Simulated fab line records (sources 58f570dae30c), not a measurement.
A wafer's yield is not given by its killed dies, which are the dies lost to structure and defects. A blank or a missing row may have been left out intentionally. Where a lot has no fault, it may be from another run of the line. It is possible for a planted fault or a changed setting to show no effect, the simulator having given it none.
fab line records	flow berkeley-cmos170
[record] lots = 14	wafers = 42	last-day = 13
route steps=331 shown NWELL@26 PWELL@50 NVT@105 GATE@142
lots with no fault: from the same line, run without faults
start-h: the number of hours between the record's first day and the start of the first shown wafer of the lot	wait-h: time in hours since the lot's previous step	" identical to the entry in the row above	L1.1+2: one row covering several wafers at once	- value missing, or start not given	* or withheld: withheld	< > ~ a bound
route shown NAME@n: a module of which the file shows steps, and the number in the route of the first	usual: mean and standard deviation over wafers with no fault	same: alike in all rows	chamber/n: place in a boat	sites: per-site readings	_std_site: the values' standard deviation	_edge_site: outer sites' mean less inner sites'	radius-mm: how far each site lies from the wafer's centre	mask NAME#n: copy n	behind: the most recent tool/chamber to have shaped the wafer	hold: reason for holding the lot/hours on hold/outcome of the hold	device: transistor that didn't switch, given as n, p or np	end of line: tests of these same wafers at the route's end	a step without rows: its recipe alone	killed: dies that structure and defects cost at the first sort, which is not the same as the wafer's yield	map: per-die view of a wafer (x killed, . not killed, _ where there is no die)
set.NAME: the setting as run; set.NAME@STEP: as run at that earlier step	model.NAME: the simulator's own value behind a step, which no gauge read
one table for each step of the route and one row for each wafer, over a sample of lots
services: from which hour (start-h, from the record's first day; less than 0 if before it) a tool's chamber was out of use, for how many hours, and why
[[steps]]
[step UCB170_NWELL_OVL_MEAS_12]
[usual] NWELL_OVL = -5/4.7
lot.wafer	tool	chamber	start-h	wait-h	NWELL_OVL[nm]
L405.3	overlay-02	-	40.11	-	-4
L405.5	"	-	"	"	-7
L405.6	"	-	"	"	-5
L406.2	overlay-02	-	47.62	-	-7
L406.3	"	-	"	"	-6
L406.6	"	-	"	"	-4
L407.1	overlay-01	-	52.80	-	-9
L407.2	"	-	"	"	-7
L407.4	"	-	"	"	-5
L408.1	overlay-02	-	52.87	-	-4
L408.3	"	-	"	"	-4
L408.6	"	-	"	"	-12
L409.1	overlay-02	-	58.86	-	2
L409.2	"	-	"	"	2
L409.5	"	-	"	"	4
L414.2	overlay-02	-	85.68	-	-10
L414.5	"	-	"	"	-5
L414.6	"	-	"	"	-11
L416.2	overlay-02	-	95.86	-	0
L416.4	"	-	"	"	-4
L416.6	"	-	"	"	-2
L418.2	overlay-01	-	105.41	-	-7
L418.3	"	-	"	"	-7
L418.5	"	-	"	"	-6
L419.1	overlay-02	-	112.69	-	-8
L419.4	"	-	"	"	-12
L419.5	"	-	"	"	-10
L420.3	overlay-01	-	112.98	-	-5
L420.4	"	-	"	"	-5
L420.5	"	-	"	"	-3
L421.1	overlay-01	-	120.20	-	-11
L421.3	"	-	"	"	-6
L421.6	"	-	"	"	-4
L423.1	overlay-01	-	128.99	-	-4
L423.2	"	-	"	"	-4
L423.3	"	-	"	"	-3
L425.3	overlay-02	-	148.94	-	-13
L425.5	"	-	"	"	-15
L425.6	"	-	"	"	-8
L427.1	overlay-01	-	158.92	-	-3
L427.3	"	-	"	"	-5
L427.4	"	-	"	"	-1
[step UCB170_PWELL_STRIP_16]
[recipe] chemistry = O2	power-w = 400	pressure-mtorr = 3500	platen-temp-c = withheld	o2-flow-sccm = 400	overash-fraction = 0.5
[usual] chamber-pressure-mTorr = 3500/3.6	drypump-motor-current-A = 5.68/0.25	oes-product-au = 0.721/0.0042	strip-time-to-endpoint-s = 18.11/0.097
lot.wafer	tool	chamber	start-h	wait-h	chamber-pressure-mTorr	drypump-motor-current-A	oes-product-au	rf-hours-counter-h	strip-time-to-endpoint-s
L405.3	plasma-asher-03	0	58.79	0.1	3497	5.80	0.729	-	18.15
L405.5	"	0	"	"	3500	5.81	0.719	-	18.04
L405.6	"	1	"	"	3504	5.50	0.723	-	18.19
L406.2	plasma-asher-04	1	69.19	0.1	3500	5.35	0.717	33	18.17
L406.3	"	1	"	"	3494	5.34	0.719	-	18.28
L406.6	"	1	"	"	3500	5.36	0.722	-	18.19
L408.1	plasma-asher-04	0	77.76	0.1	3503	5.74	0.717	34	18.21
L408.3	"	0	"	"	3500	5.74	0.726	-	18.19
L408.6	"	0	"	"	3498	5.72	0.722	-	17.97
L407.1	plasma-asher-02	0	78.04	0.1	3501	5.67	0.728	27	18.09
L407.2	"	1	"	"	3500	6.13	0.715	27	18.15
L407.4	"	0	"	"	3496	5.68	0.718	-	18.05
L409.1	plasma-asher-04	0	78.70	0.1	3497	5.78	0.719	34	17.88
L409.2	"	1	"	"	3496	5.34	0.719	34	18.16
L409.5	"	1	"	"	3500	5.33	0.722	-	17.86
L414.2	plasma-asher-02	1	103.50	0.1	3501	6.16	0.724	30	18.28
L414.5	"	1	"	"	3503	6.12	0.715	-	18.02
L414.6	"	0	"	"	3501	5.68	0.719	-	18.25
L416.2	plasma-asher-02	0	115.34	0.1	3499	5.69	0.718	31	18.09
L416.4	"	0	"	"	3501	5.68	0.721	-	18.01
L416.6	"	1	"	"	3498	6.16	0.716	-	18.09
L418.2	plasma-asher-02	0	129.56	0.1	3502	5.69	0.721	32	17.92
L418.3	"	1	"	"	3499	6.16	0.722	-	18.05
L418.5	"	1	"	"	3499	6.16	0.726	-	18.12
L420.3	plasma-asher-04	0	137.15	0.1	3503	5.72	0.719	-	18.21
L420.4	"	1	"	"	3506	5.34	0.719	-	18.06
L420.5	"	1	"	"	3504	5.34	0.721	-	18.22
L419.1	plasma-asher-02	0	137.34	0.1	3502	5.68	0.718	34	18.27
L419.4	"	1	"	"	3495	6.17	0.726	-	18.17
L419.5	"	0	"	"	3506	5.67	0.727	-	18.11
L421.1	plasma-asher-03	1	143.99	0.1	3502	5.54	0.726	3	18.19
L421.3	"	0	"	"	3500	5.79	0.717	-	18.15
L421.6	"	0	"	"	3505	5.79	0.718	-	18.12
L423.1	plasma-asher-03	0	144.60	0.1	3498	5.80	0.719	3	18.12
L423.2	"	1	"	"	3498	5.56	0.720	3	18.05
L423.3	"	1	"	"	3507	5.55	0.719	-	18.09
L425.3	plasma-asher-03	1	164.83	0.1	3501	5.52	0.724	-	18.26
L425.5	"	1	"	"	3500	5.58	0.718	-	18.21
L425.6	"	0	"	"	3489	5.81	0.715	-	17.95
L427.1	plasma-asher-04	0	175.89	0.1	3505	5.79	0.721	46	18.22
L427.3	"	0	"	"	3500	5.80	0.724	-	18.15
L427.4	"	1	"	"	3492	5.35	0.726	-	17.94
[step UCB170_NVT_COAT_01]
[recipe] resist = KrF	spin-rpm = 1500	resist-thk-nm = 900
lot.wafer	tool	chamber	start-h	wait-h
L405.3+5+6	litho-track-02	0	126.75	0.1
L406.2+3+6	litho-track-04	0	135.22	0.1
L407.1+2+4	litho-track-02	0	145.74	0.1
L408.1+3+6	litho-track-03	0	145.76	0.1
L409.1+2+5	litho-track-04	0	145.82	0.1
L414.2+5+6	litho-track-03	0	175.14	0.1
L416.2+4+6	litho-track-03	0	180.04	0.1
L418.2+3+5	litho-track-02	0	195.65	0.1
L419.1+4+5	litho-track-04	0	205.14	0.1
L420.3+4+5	litho-track-02	0	205.25	0.1
L423.1+2+3	litho-track-04	0	205.59	0.1
L421.1+3+6	litho-track-02	0	205.65	0.1
L425.3+5+6	litho-track-04	0	230.50	0.1
L427.1+3+4	litho-track-02	0	245.17	0.1
[step UCB170_NVT_STRIP_08]
[recipe] chemistry = O2	power-w = 400	pressure-mtorr = 3500	platen-temp-c = withheld	o2-flow-sccm = 400	overash-fraction = 0.5
[usual] chamber-pressure-mTorr = 3500/3.2	drypump-motor-current-A = 5.6/0.39	oes-product-au = 0.735/0.0044	strip-time-to-endpoint-s = 21.64/0.047
lot.wafer	tool	chamber	start-h	wait-h	chamber-pressure-mTorr	drypump-motor-current-A	oes-product-au	rf-hours-counter-h	strip-time-to-endpoint-s
L405.3	plasma-asher-03	1	128.64	0.1	3501	5.6	0.733	-	21.56
L405.5	"	0	"	"	3495	5.8	0.725	-	21.63
L405.6	"	1	"	"	3499	5.6	0.731	-	21.68
L406.2	plasma-asher-01	0	136.96	0.1	3501	4.8	0.741	41	21.65
L406.3	"	0	"	"	3508	4.9	0.733	-	21.66
L406.6	"	0	"	"	3505	4.8	0.739	-	21.66
L407.1	plasma-asher-01	1	146.78	0.1	3509	5.5	0.732	42	21.63
L407.2	"	0	"	"	3499	4.8	0.739	42	21.63
L407.4	"	0	"	"	3495	4.8	0.736	-	21.68
L408.1	plasma-asher-03	1	146.86	0.1	3503	5.5	0.736	3	21.64
L408.3	"	0	"	"	3498	5.8	0.729	-	21.67
L408.6	"	0	"	"	3499	5.8	0.732	-	21.72
L409.1	plasma-asher-01	1	147.05	0.1	3497	5.6	0.744	42	21.72
L409.2	"	0	"	"	3498	4.9	0.735	42	21.70
L409.5	"	0	"	"	3502	4.9	0.730	-	21.60
L414.2	plasma-asher-02	0	176.50	0.1	3500	5.7	0.730	35	23.59
L414.5	"	0	"	"	3506	5.7	0.734	-	23.69
L414.6	"	1	"	"	3500	6.2	0.732	-	23.60
L416.2	plasma-asher-03	1	180.91	0.1	3501	5.6	0.733	8	23.54
L416.4	"	1	"	"	3500	5.6	0.738	-	23.54
L416.6	"	0	"	"	3494	5.8	0.736	-	23.58
L418.2	plasma-asher-01	0	196.66	0.1	3503	4.9	0.731	49	21.57
L418.3	"	0	"	"	3501	4.9	0.730	-	21.56
L418.5	"	1	"	"	3505	5.5	0.743	-	21.59
L419.1	plasma-asher-02	1	206.35	0.1	3497	6.2	0.736	38	21.65
L419.4	"	0	"	"	3499	5.7	0.740	-	21.66
L419.5	"	1	"	"	3503	6.2	0.730	-	21.58
L420.3	plasma-asher-03	1	206.45	0.1	3495	5.5	0.734	-	21.63
L420.4	"	0	"	"	3500	5.8	0.737	-	21.57
L420.5	"	1	"	"	3501	5.5	0.735	-	21.59
L423.1	plasma-asher-02	1	206.96	0.1	3500	6.2	0.731	38	21.69
L423.2	"	0	"	"	3500	5.7	0.737	38	21.60
L423.3	"	1	"	"	3499	6.2	0.736	-	21.69
L421.1	plasma-asher-03	0	207.08	0.1	3494	5.8	0.733	13	21.66
L421.3	"	0	"	"	3502	5.8	0.727	-	21.66
L421.6	"	0	"	"	3495	5.8	0.739	-	21.70
L425.3	plasma-asher-01	1	231.48	0.1	3499	5.5	0.735	-	21.66
L425.5	"	0	"	"	3503	4.8	0.733	-	21.62
L425.6	"	1	"	"	3497	5.5	0.735	-	21.67
L427.1	plasma-asher-03	0	246.66	0.1	3496	5.8	0.731	17	21.62
L427.3	"	0	"	"	3495	5.8	0.731	-	21.60
L427.4	"	1	"	"	3507	5.5	0.731	-	21.58
[step UCB170_GATE_STRIP_16]
[recipe] chemistry = O2	power-w = 400	pressure-mtorr = 3500	platen-temp-c = withheld	o2-flow-sccm = 400	overash-fraction = 0.5
[usual] chamber-pressure-mTorr = 3500/3.2	drypump-motor-current-A = 5.4/0.41	oes-product-au = 0.724/0.0047
lot.wafer	tool	chamber	start-h	wait-h	chamber-pressure-mTorr	drypump-motor-current-A	oes-product-au	rf-hours-counter-h
L405.3	plasma-asher-04	1	146.79	0.1	3504	5.3	0.728	-
L405.5	"	1	"	"	3496	5.3	0.725	-
L405.6	"	0	"	"	3499	5.8	0.729	-
L406.2	plasma-asher-02	1	155.04	0.0	3502	6.2	0.728	34
L406.3	"	1	"	"	3497	6.1	0.719	-
L406.6	"	1	"	"	3498	6.1	0.712	-
L408.1	plasma-asher-01	0	166.69	0.0	3500	4.9	0.729	45
L408.3	"	0	"	"	3500	4.9	0.729	-
L408.6	"	0	"	"	3500	4.9	0.731	-
L409.1	plasma-asher-02	1	166.97	0.0	3501	6.2	0.725	35
L409.2	"	0	"	"	3503	5.7	0.728	35
L409.5	"	1	"	"	3497	6.2	0.723	-
L407.1	plasma-asher-01	1	167.00	0.0	3497	5.5	0.728	45
L407.2	"	0	"	"	3497	4.9	0.723	45
L407.4	"	0	"	"	3496	4.9	0.723	-
L414.2	plasma-asher-04	1	190.99	0.0	3498	5.3	0.729	48
L414.5	"	0	"	"	3504	5.7	0.715	-
L414.6	"	1	"	"	3498	5.4	0.724	-
L416.2	plasma-asher-01	1	198.18	0.1	3497	5.5	0.721	50
L416.4	"	1	"	"	3497	5.5	0.726	-
L416.6	"	0	"	"	3501	4.9	0.723	-
L418.2	plasma-asher-01	0	214.89	0.0	3498	4.9	0.725	52
L418.3	"	1	"	"	3503	5.5	0.723	-
L418.5	"	1	"	"	3501	5.5	0.719	-
L420.3	plasma-asher-02	1	224.12	0.1	3498	6.2	0.724	-
L420.4	"	0	"	"	3502	5.7	0.724	-
L420.5	"	0	"	"	3498	5.7	0.727	-
L421.1	plasma-asher-04	0	224.37	0.0	3495	5.7	0.729	52
L421.3	"	0	"	"	3500	5.7	0.717	-
L421.6	"	1	"	"	3502	5.3	0.729	-
L419.1	plasma-asher-02	0	224.50	0.0	3501	5.7	0.719	40
L419.4	"	0	"	"	3505	5.7	0.725	-
L419.5	"	0	"	"	3497	5.7	0.725	-
L423.1	plasma-asher-01	1	224.56	0.0	3499	5.5	0.728	53
L423.2	"	0	"	"	3496	4.9	0.733	53
L423.3	"	0	"	"	3501	4.9	0.728	-
L425.3	plasma-asher-04	0	249.38	0.1	3501	5.7	0.734	-
L425.5	"	0	"	"	3502	5.7	0.719	-
L425.6	"	1	"	"	3496	5.3	0.727	-
L427.1	plasma-asher-02	1	260.88	0.0	3494	6.2	0.725	44
L427.3	"	0	"	"	3492	5.7	0.717	-
L427.4	"	1	"	"	3500	6.1	0.725	-
[[services]]
tool	chamber	start-h	hours	kind
plasma-asher-03	-	74.18	4.5	repair
plasma-asher-03	-	108.75	9.0	pm
plasma-asher-03	0	108.75	9.0	vent-cycle
plasma-asher-03	1	108.75	9.0	vent-cycle
plasma-asher-03	0	117.75	-	clean
plasma-asher-03	1	117.75	-	clean
plasma-asher-02	-	139.06	15.6	pm
plasma-asher-02	-	159.45	5.5	repair
plasma-asher-02	-	171.19	3.6	repair
plasma-asher-02	-	188.19	11.2	repair
plasma-asher-04	-	195.63	3.0	repair
plasma-asher-03	-	244.28	0.7	repair
[[key]]
[first-sign] step = UCB170_NVT_STRIP_08	reading = strip-time-to-endpoint-s	direction = up	sigmas = 41	usual = *	struck = *
effect none on later readings
met-at UCB170_NVT_COAT_01
struck-lots L414,L416
sort-left-out L416.2,L416.4,L416.6
tester-left-out L414,L416
not-acting-at UCB170_NWELL_OVL_MEAS_12,UCB170_PWELL_STRIP_16,UCB170_GATE_STRIP_16
onset-between 145.76 175.14
[fault] kind = process-parameter-drift	tool = litho-track-03	chamber = -	onset-h = 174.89	steps = UCB170_NVT_COAT_01	channel = resist-thk-nm	offset = *	shape = step	end-h = 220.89	acts-in = *	stated = *
// tester-left-out: of these lots the tester's yield and bins aren't shown, on N5 and GAA mostly nor the transistor test; their killed dies are dies lost to structure and defects alone, not to doping, threshold or leakage, so they don't give the yield
// sort-left-out: the simulated sort isn't trusted on such a fault, so these wafers' sort isn't shown, and their yield isn't known
